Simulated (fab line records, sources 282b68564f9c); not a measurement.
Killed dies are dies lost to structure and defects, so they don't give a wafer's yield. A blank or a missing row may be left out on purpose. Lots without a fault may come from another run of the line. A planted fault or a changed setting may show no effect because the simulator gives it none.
fab line records | flow rit_cmos
record lots=5 wafers=15 last_day=7
route steps=202 shown CONTACT@172 M1@184
lots that met no fault: from a run of the same line without faults
start_h: hours from the record's first day to the start of the lot's first wafer shown | wait_h: hours since the lot's step before | " the same as in the row above | L1.1+2: a row that stands for several wafers | - no value, or no start given | * or withheld: withheld | < > ~ a bound
route shown NAME@n: a module of which the file shows steps, and the number in the route of the first | usual: mean/standard deviation of fault-free wafers | same: alike in all rows | chamber/n: place in a boat | sites: the reading at each site | _std_site: their standard deviation | _edge_site: outer sites' mean less inner sites' | radius_mm: how far each site lies from the wafer's centre | mask NAME#n: copy n | behind: the tool/chamber that last shaped the wafer | hold: why the lot was held/for how many hours/how that ended | device: the transistor (n, p or np) that didn't switch | end of line: the same wafers' tests at the end of the route | a step without rows: its recipe alone | killed: dies lost to structure and defects at the first sort, not the wafer's yield | map: a wafer's dies, x killed, . not, _ none there
set.NAME: the setting as run; set.NAME@STEP: as run at that earlier step | model.NAME: the simulator's own value behind a step, which no gauge read
lots at some steps of the route; a table a step, a row a wafer
services: from which hour (start_h, from the record's first day; less than 0 if before it) a tool's chamber was out of use, for how many hours, and why
## steps
# step RIT_CONTACT_SOFTBAKE_04
# recipe resist=NOVOLAK temp_c=90 time_s=60
# step RIT_CONTACT_EXPOSE_05
# recipe mask_id=M11 na=0.6 source_shape=conventional sigma_outer=0.5 target_cd_nm=1000 dose_mj=250
# step RIT_CONTACT_PEB_06
# recipe resist=NOVOLAK temp_c=withheld time_s=withheld
# step RIT_CONTACT_DEVELOP_07
# recipe resist=NOVOLAK develop_time_s=120 dev_temp_c=23
# step RIT_CONTACT_CD_MEAS_08
# recipe target_cd_nm=1000
# usual cd_nm=1000.9/2.3
# columns lot.wafer tool chamber start_h wait_h cd_nm
L561.1 cd_sem-01 - 67.10 - 1003.7
L561.4 " - " " 1004.0
L561.6 " - " " 1004.5
L565.1 cd_sem-01 - 84.08 - 999.5
L565.2 " - " " 1000.3
L565.3 " - " " 1001.9
L575.1 cd_sem-01 - 136.77 - 997.9
L575.2 " - " " 999.7
L575.4 " - " " 1000.0
L577.1 cd_sem-01 - 146.94 - 1002.2
L577.3 " - " " 999.7
L577.4 " - " " 999.6
L581.1 cd_sem-01 - 165.12 - 1006.4
L581.2 " - " " 1002.8
L581.3 " - " " 1004.7
# step RIT_CONTACT_OVL_MEAS_09
# usual CONTACT_OVL=1.1/1.3
# columns lot.wafer tool chamber start_h wait_h CONTACT_OVL[nm]
L561.1 overlay-01 - 67.22 0.1 0.6
L561.4 " - " " 1.9
L561.6 " - " " 1.9
L565.1 overlay-01 - 84.20 0.1 1.7
L565.2 " - " " 1.4
L565.3 " - " " 1.8
L575.1 overlay-01 - 136.89 0.1 0.1
L575.2 " - " " -0.9
L575.4 " - " " 1.1
L577.1 overlay-02 - 147.06 0.1 -1.7
L577.3 " - " " 0.3
L577.4 " - " " 0.5
L581.1 overlay-02 - 165.24 0.1 -0.8
L581.2 " - " " -0.8
L581.3 " - " " -0.1
# step RIT_CONTACT_HARDBAKE_10
# recipe resist=NOVOLAK temp_c=140 time_s=60
# step RIT_CONTACT_ETCH_11
# recipe target_depth_a=4800 over_etch_frac=0.2 stop_on=TiSi2 chemistry=CHF3/CF4/Ar target=SiO2 CHF3_flow_sccm=50 cf4_flow_sccm=10 Ar_flow_sccm=100 O2_flow_sccm=5 pressure_mtorr=100 rf_w=200 time_s=320
# usual O2_flow_sccm=4.998/0.015 cf4_flow_sccm=10.00/0.03 drypump_motor_current_A=6.0/0.44 oes_product_au=0.989/0.016 throttle_valve_pct=8.85/0.13
# same over_etch_frac=0.2 time_s=320
# columns lot.wafer tool chamber start_h wait_h O2_flow_sccm cf4_flow_sccm drypump_motor_current_A oes_product_au rf_hours_counter_h throttle_valve_pct
L561.1 rie_diel-01 2 67.41 0.1 4.999 10.04 6.5 0.984 25 8.81
L561.4 " 3 " " 4.991 10.00 5.8 1.008 - 8.96
L561.6 " 2 " " 5.000 10.01 6.5 0.981 - 8.82
L565.1 rie_diel-02 0 84.39 0.1 5.021 9.99 6.3 0.978 138 8.95
L565.2 " 1 " " 5.021 10.03 5.5 1.003 61 8.86
L565.3 " 3 " " 4.996 9.98 5.8 0.994 115 8.76
L575.1 rie_diel-03 2 137.07 0.1 4.998 9.98 6.5 1.004 11 9.07
L575.2 " 0 " " 5.018 10.03 6.0 0.953 132 8.66
L575.4 " 1 " " 4.973 10.02 6.3 0.985 132 8.83
L577.1 rie_diel-02 0 147.41 0.1 4.991 10.00 6.3 0.974 139 8.95
L577.3 " 2 " " 4.983 9.95 5.3 0.998 1 9.04
L577.4 " 3 " " 5.012 9.96 5.8 0.992 116 8.77
L581.1 rie_diel-03 3 165.42 0.1 5.008 9.99 5.8 0.996 1 8.86
L581.2 " 0 " " 5.006 10.00 6.1 0.952 133 8.64
L581.3 " 1 " " 4.981 10.02 6.3 0.985 133 8.83
# step RIT_CONTACT_STRIP_12
# recipe chemistry=O2 time_s=180 resist=NOVOLAK platen_temp_c=withheld power_w=500 pressure_mtorr=4000 o2_flow_sccm=4000
# usual drypump_motor_current_A=5.90/0.3
# same time_s=180
# columns lot.wafer tool chamber start_h wait_h drypump_motor_current_A rf_hours_counter_h
L561.1 plasma_asher-02 0 67.60 0.1 6.33 43
L561.4 " 0 " " 6.33 -
L561.6 " 0 " " 6.32 -
L565.1 plasma_asher-04 1 84.58 0.1 5.53 43
L565.2 " 0 " " 6.22 43
L565.3 " 1 " " 5.51 -
L575.1 plasma_asher-04 1 137.27 0.1 5.50 2
L575.2 " 0 " " 6.21 2
L575.4 " 1 " " 5.50 -
L577.1 plasma_asher-04 0 147.60 0.1 6.21 3
L577.3 " 1 " " 5.51 -
L577.4 " 0 " " 6.18 -
L581.1 plasma_asher-03 1 165.62 0.1 5.82 37
L581.2 " 0 " " 5.93 37
L581.3 " 1 " " 5.81 -
# step RIT_CONTACT_CD_MEAS_90
# recipe target_cd_nm=1000
# usual cd_nm=1001.0/2.3
# columns lot.wafer tool chamber start_h wait_h cd_nm
L561.1 cd_sem-02 - 67.78 0.1 1004.0
L561.4 " - " " 1004.0
L561.6 " - " " 1004.6
L565.1 cd_sem-02 - 84.76 0.1 998.9
L565.2 " - " " 1000.0
L565.3 " - " " 1002.0
L575.1 cd_sem-02 - 137.44 0.1 998.0
L575.2 " - " " 999.6
L575.4 " - " " 999.3
L577.1 cd_sem-02 - 147.78 0.1 1002.7
L577.3 " - " " 1000.3
L577.4 " - " " 999.6
L581.1 cd_sem-01 - 165.79 0.1 1006.7
L581.2 " - " " 1003.5
L581.3 " - " " 1005.1
# step RIT_CONTACT_CLEAN_13
# recipe chemistry=SC1 mix=3:3:50 time_s=600 temp_c=75
# step RIT_CONTACT_CLEAN_14
# recipe chemistry=SC2 mix=3:3:50 time_s=600 temp_c=75 dry=n2_spin
# step RIT_M1_SPUTTER_00
# recipe material=Al target_thk_nm=400 power_w=2000 chamber_pressure_pa=0.4 gas=Ar time_s=500 substrate_temp_c=25
# usual throttle_valve_pct=29.8/0.89
# columns lot.wafer tool chamber start_h wait_h throttle_valve_pct model.Al_of_M1_SPUTTER_00.thk_nm
L561.1 pvd_sputter-01 - 68.25 0.0 30.5 391.3
L561.4 " - " " 30.4 395.4
L561.6 " - " " 30.3 394.8
L565.1 pvd_sputter-03 - 85.23 0.0 28.5 395.1
L565.2 " - " " 31.0 388.9
L565.3 " - " " 29.2 392.4
L575.1 pvd_sputter-01 - 137.93 0.0 30.3 399.2
L575.2 " - " " 30.5 558
L575.4 " - " " 30.4 398.4
L577.1 pvd_sputter-03 - 148.26 0.0 28.2 403.1
L577.3 " - " " 29.6 402.8
L577.4 " - " " 29.2 398.1
L581.1 pvd_sputter-03 - 166.26 0.0 28.2 403.2
L581.2 " - " " 30.9 400.5
L581.3 " - " " 30.0 400.6
# step RIT_M1_RS_MEAS_01
# recipe thk_meas_gauge=four-point-probe reads=Al_of_M1_SPUTTER_00
# usual M1_AL_RS=0.0738/0.00085
# columns lot.wafer tool chamber start_h wait_h M1_AL_RS[ohm/sq]
L561.1 film_metro-01 - 68.54 0.1 0.0751
L561.4 " - " " 0.0743
L561.6 " - " " 0.0744
L565.1 film_metro-01 - 85.52 0.1 0.0745
L565.2 " - " " 0.0754
L565.3 " - " " 0.0749
L575.1 film_metro-01 - 138.22 0.1 0.0735
L575.2 " - " " 0.0525
L575.4 " - " " 0.0737
L577.1 film_metro-01 - 148.56 0.1 0.0728
L577.3 " - " " 0.0728
L577.4 " - " " 0.0737
L581.1 film_metro-04 - 166.56 0.1 0.0726
L581.2 " - " " 0.0733
L581.3 " - " " 0.0733
# step RIT_M1_THK_MEAS_02
# recipe thk_meas_gauge=xrf reads=Al_of_M1_SPUTTER_00
# usual M1_AL_THK=396/4.9
# columns lot.wafer tool chamber start_h wait_h M1_AL_THK[nm]
L561.1 film_metro-01 - 68.66 0.1 389
L561.4 " - " " 393
L561.6 " - " " 393
L565.1 film_metro-01 - 85.64 0.1 391
L565.2 " - " " 389
L565.3 " - " " 392
L575.1 film_metro-01 - 138.34 0.1 395
L575.2 " - " " 553
L575.4 " - " " 395
L577.1 film_metro-01 - 148.68 0.1 402
L577.3 " - " " 401
L577.4 " - " " 395
L581.1 film_metro-04 - 166.68 0.1 403
L581.2 " - " " 401
L581.3 " - " " 401
# step RIT_M1_HMDS_03
# recipe prime_time_s=60 prime_temp_c=140
# step RIT_M1_COAT_04
# recipe resist=NOVOLAK spin_rpm=2000 resist_thk_nm=1300
# step RIT_M1_SOFTBAKE_05
# recipe resist=NOVOLAK temp_c=90 time_s=60
# step RIT_M1_EXPOSE_06
# recipe mask_id=M12 na=0.6 source_shape=conventional sigma_outer=0.5 target_cd_nm=2600 dose_mj=250
# step RIT_M1_PEB_07
# recipe resist=NOVOLAK temp_c=withheld time_s=withheld
# step RIT_M1_DEVELOP_08
# recipe resist=NOVOLAK develop_time_s=68 dev_temp_c=23
# step RIT_M1_CD_MEAS_09
# recipe target_cd_nm=2600
# usual cd_nm=2599.2/1.7
# columns lot.wafer tool chamber start_h wait_h cd_nm
L561.1 cd_sem-02 - 69.73 - 2600.2
L561.4 " - " " 2599.2
L561.6 " - " " 2600.1
L565.1 cd_sem-02 - 86.77 - 2600.3
L565.2 " - " " 2602.8
L565.3 " - " " 2600.0
L575.1 cd_sem-01 - 139.41 - 2600.2
L575.2 " - " " 2601.9
L575.4 " - " " 2599.3
L577.1 cd_sem-01 - 149.74 - 2599.5
L577.3 " - " " 2597.9
L577.4 " - " " 2597.2
L581.1 cd_sem-02 - 167.74 - 2598.1
L581.2 " - " " 2597.4
L581.3 " - " " 2597.1
# step RIT_M1_OVL_MEAS_10
# usual M1_OVL=-0.6/1.7
# columns lot.wafer tool chamber start_h wait_h M1_OVL[nm]
L561.1 overlay-01 - 69.85 0.1 -0.1
L561.4 " - " " 0.1
L561.6 " - " " 0.9
L565.1 overlay-01 - 86.89 0.1 -1.4
L565.2 " - " " -0.8
L565.3 " - " " -0.3
L575.1 overlay-02 - 139.53 0.1 -2.8
L575.2 " - " " 0.0
L575.4 " - " " -1.2
L577.1 overlay-02 - 149.86 0.1 -0.4
L577.3 " - " " -0.9
L577.4 " - " " -1.6
L581.1 overlay-02 - 167.86 0.1 1.6
L581.2 " - " " 2.9
L581.3 " - " " 0.3
# step RIT_M1_HARDBAKE_11
# recipe resist=NOVOLAK temp_c=140 time_s=120
# step RIT_M1_METAL_ETCH_12
# recipe stop_on=SiO2 chemistry=Cl2/BCl3 target=Al time_s=165 over_etch_frac=0.5 pressure_mtorr=100 target_depth_a=6000 rf_w=250 Cl2_flow_sccm=60 bcl3_flow_sccm=50
# usual drypump_motor_current_A=5.4/0.49 oes_product_au=0.772/0.011 throttle_valve_pct=8.36/0.11
# same over_etch_frac=0.5 time_s=165
# columns lot.wafer tool chamber start_h wait_h drypump_motor_current_A oes_product_au rf_hours_counter_h throttle_valve_pct
L561.1 rie_metal-01 0 70.13 0.2 6.0 0.771 4 8.26
L561.4 " 0 " " 6.0 0.783 - 8.26
L561.6 " 0 " " 6.0 0.772 - 8.27
L565.1 rie_metal-02 0 87.18 0.2 5.6 0.747 1 8.42
L565.2 " 1 " " 4.7 0.770 1 8.20
L565.3 " 1 " " 4.7 0.777 - 8.19
L575.1 rie_metal-01 0 140.14 0.2 6.0 0.778 5 8.27
L575.2 " 1 " " 5.9 0.954 5 8.35
L575.4 " 0 " " 6.0 0.780 - 8.25
L577.1 rie_metal-01 0 150.17 0.2 6.0 0.788 5 8.23
L577.3 " 1 " " 5.9 0.782 - 8.36
L577.4 " 0 " " 6.0 0.786 - 8.26
L581.1 rie_metal-02 1 168.15 0.2 4.7 0.790 2 8.19
L581.2 " 0 " " 5.6 0.760 2 8.43
L581.3 " 0 " " 5.6 0.757 - 8.40
# step RIT_M1_STRIP_13
# recipe chemistry=nmp resist=NOVOLAK temp_c=80 time_s=600 dry=n2_spin
# step RIT_M1_PROBE_99
# usual defect_limited_yield=97.3/1.2 killed_at_contacts=0.1/0.24 killed_at_front_end=7/3.2 killed_dies=7/3.2 killed_open=3.6/2.1 killed_short=3.5/2
# same gross_dies=264 killed_at_M0_to_M3=0 killed_at_M4_up=0 killed_at_back_side=0 killed_at_other=0
# columns lot.wafer tool chamber start_h wait_h defect_limited_yield[%] killed_at_contacts killed_at_front_end killed_dies killed_open killed_short model.etest.tester.sort_n_pass model.etest.tester.sort_yield_pct model.etest.m1_comb_over_steps.leak_log10_a_um model.etest.ring.quiet_log10_a model.etest.m1.rs_ohm_sq model.etest.antenna_m1.vt_shift_v
L561.1 prober-02 - 72.42 0.1 95.5 0 12 12 5 7 252 95.45 -12.78 -8.072 0.07408 -0.008165
L561.4 prober-02 - 72.57 0.2 97.0 0 8 8 5 3 256 96.97 -12.87 -8.127 0.07342 -0.01453
L561.6 prober-02 - 72.67 0.2 97.7 0 6 6 4 2 258 97.73 -12.77 -8.164 0.07326 -0.01639
L565.1 prober-02 - 89.45 0.1 98.9 0 3 3 2 1 261 98.86 -12.79 -7.505 0.07294 -0.0113
L565.2 prober-02 - 89.50 0.1 99.6 0 1 1 0 1 263 99.62 -12.84 -7.48 0.07487 -0.01703
L565.3 prober-02 - 89.55 0.2 99.6 0 1 1 1 0 263 99.62 -12.8 -7.509 0.07381 -0.0155
L575.1 prober-02 - 142.41 0.1 98.5 0 4 4 1 3 260 98.48 -12.72 -7.539 0.07291 -0.01555
L575.2 prober-02 - 142.46 0.1 98.1 0 5 5 4 1 0 0 -7.97 -6.018 0.0519 -0.003228
L575.4 prober-02 - 142.56 0.2 96.2 1 9 10 6 4 254 96.21 -12.73 -7.494 0.07305 -0.01065
L577.1 prober-02 - 152.42 0.1 97.3 0 7 7 6 1 257 97.35 -12.83 -7.57 0.07175 -0.01199
L577.3 prober-02 - 152.52 0.2 97.3 0 7 7 2 5 257 97.35 -12.8 -7.799 0.07155 -0.01145
L577.4 prober-02 - 152.57 0.2 98.1 0 5 5 2 3 259 98.11 -12.84 -7.804 0.07289 -0.008937
L581.1 prober-02 - 170.40 0.1 95.8 1 10 11 3 8 253 95.83 -12.62 -7.876 0.07217 -0.008282
L581.2 prober-02 - 170.45 0.1 97.0 0 8 8 2 6 256 96.97 -12.95 -7.897 0.0724 -0.008846
L581.3 prober-02 - 170.50 0.2 96.6 0 9 9 5 4 255 96.59 -12.8 -7.875 0.07257 -0.01421
# killed by level:class
L561.1 SILICIDE:geometric_particle:open=3 FOX1:geometric_particle:short=2 FOX2:geometric_particle:short=2 GATE:geometric_particle:short=2 GATE:geometric_particle:open=1 REOX:geometric_particle:short=1 REOX:geometric_particle:open=1
L561.4 GATE:geometric_particle:short=2 GATE:geometric_particle:open=2 SPACER:geometric_particle:open=2 REOX:geometric_particle:short=1 REOX:geometric_particle:open=1
L561.6 FOX2:geometric_particle:open=2 SPACER:geometric_particle:short=2 GATE:geometric_particle:open=1 SPACER:geometric_particle:open=1
L565.1 GATE:geometric_particle:short=1 GATE:geometric_particle:open=1 SILICIDE:geometric_particle:open=1
L565.2 GATE:geometric_particle:short=1
L565.3 REOX:geometric_particle:open=1
L575.1 SPACER:geometric_particle:short=2 GATE:geometric_particle:short=1 GATE:geometric_particle:open=1
L575.2 GATE:geometric_particle:open=3 FOX2:geometric_particle:open=1 SILICIDE:geometric_particle:short=1
L575.4 GATE:geometric_particle:open=4 GATE:geometric_particle:short=1 REOX:geometric_particle:open=1 SPACER:geometric_particle:open=1 SPACER:geometric_particle:short=1 SILICIDE:geometric_particle:short=1 CONTACT:geometric_particle:short=1
L577.1 GATE:geometric_particle:open=3 FOX1:geometric_particle:open=2 FOX2:geometric_particle:open=1 SPACER:geometric_particle:short=1
L577.3 GATE:geometric_particle:short=4 FOX1:geometric_particle:short=1 FOX2:geometric_particle:open=1 SPACER:geometric_particle:open=1
L577.4 FOX1:geometric_particle:open=1 GATE:geometric_particle:short=1 REOX:geometric_particle:short=1 REOX:geometric_particle:open=1 SPACER:geometric_particle:short=1
L581.1 FOX1:geometric_particle:short=3 GATE:geometric_particle:short=2 FOX1:geometric_particle:open=1 FOX2:geometric_particle:open=1 FOX2:geometric_particle:short=1 SILICIDE:geometric_particle:open=1 SILICIDE:geometric_particle:short=1 CONTACT:geometric_particle:short=1
L581.2 GATE:geometric_particle:short=3 FOX2:geometric_particle:open=1 FOX2:geometric_particle:short=1 GATE:geometric_particle:open=1 REOX:geometric_particle:short=1 SPACER:geometric_particle:short=1
L581.3 GATE:geometric_particle:short=3 FOX2:geometric_particle:open=2 FOX1:geometric_particle:short=1 FOX1:geometric_particle:open=1 GATE:geometric_particle:open=1 SILICIDE:geometric_particle:open=1
## services
# columns tool chamber start_h hours kind
pvd_sputter-03 - 51.13 4.2 repair
rie_diel-02 2 58.13 - clean
rie_diel-02 2 58.13 14.6 scheduled_down
rie_diel-02 2 58.13 14.6 vent_cycle
rie_diel-03 3 97.30 - clean
rie_diel-03 3 97.30 18.0 scheduled_down
rie_diel-03 3 97.30 18.0 vent_cycle
rie_diel-02 1 107.61 3.9 repair
plasma_asher-04 - 108.75 9.0 pm
plasma_asher-04 0 108.75 9.0 vent_cycle
plasma_asher-04 1 108.75 9.0 vent_cycle
plasma_asher-03 - 109.64 4.5 repair
rie_diel-03 - 115.02 1.0 repair
plasma_asher-04 0 117.75 - clean
plasma_asher-04 1 117.75 - clean
rie_metal-01 0 126.97 5.4 repair
rie_diel-02 - 132.26 14.6 pm
rie_metal-02 - 135.19 1.4 pm
plasma_asher-04 - 135.38 1.3 repair
plasma_asher-04 - 138.57 1.2 repair
rie_diel-01 - 147.83 2.8 pm
rie_diel-02 3 160.30 6.1 repair
rie_diel-02 1 165.42 4.3 repair
## key
first_sign step=RIT_M1_RS_MEAS_01 reading=M1_AL_RS direction=down sigmas=25 usual=0.0738 struck=0.0525
effect step=RIT_M1_THK_MEAS_02 reading=M1_AL_THK direction=up sigmas=32 usual=396 struck=553
effect step=RIT_M1_METAL_ETCH_12 reading=oes_product_au direction=up sigmas=17 usual=0.772 struck=0.954
model_effect step=RIT_M1_SPUTTER_00 value=Al_of_M1_SPUTTER_00.thk_nm without=393.4 struck=558
model_effect step=RIT_M1_PROBE_99 value=etest.tester.sort_n_pass without=259 struck=0
met_at RIT_M1_SPUTTER_00
struck_wafers L575.2
onset_between 68.25 137.93
fault kind=process_parameter_drift tool=pvd_sputter-01 chamber=- onset_h=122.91 steps=RIT_M1_SPUTTER_00 channel=target_thk_nm offset=164.55 shape=step end_h=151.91 acts_in=these_recipes_only stated=400 scope=struck_wafers_only
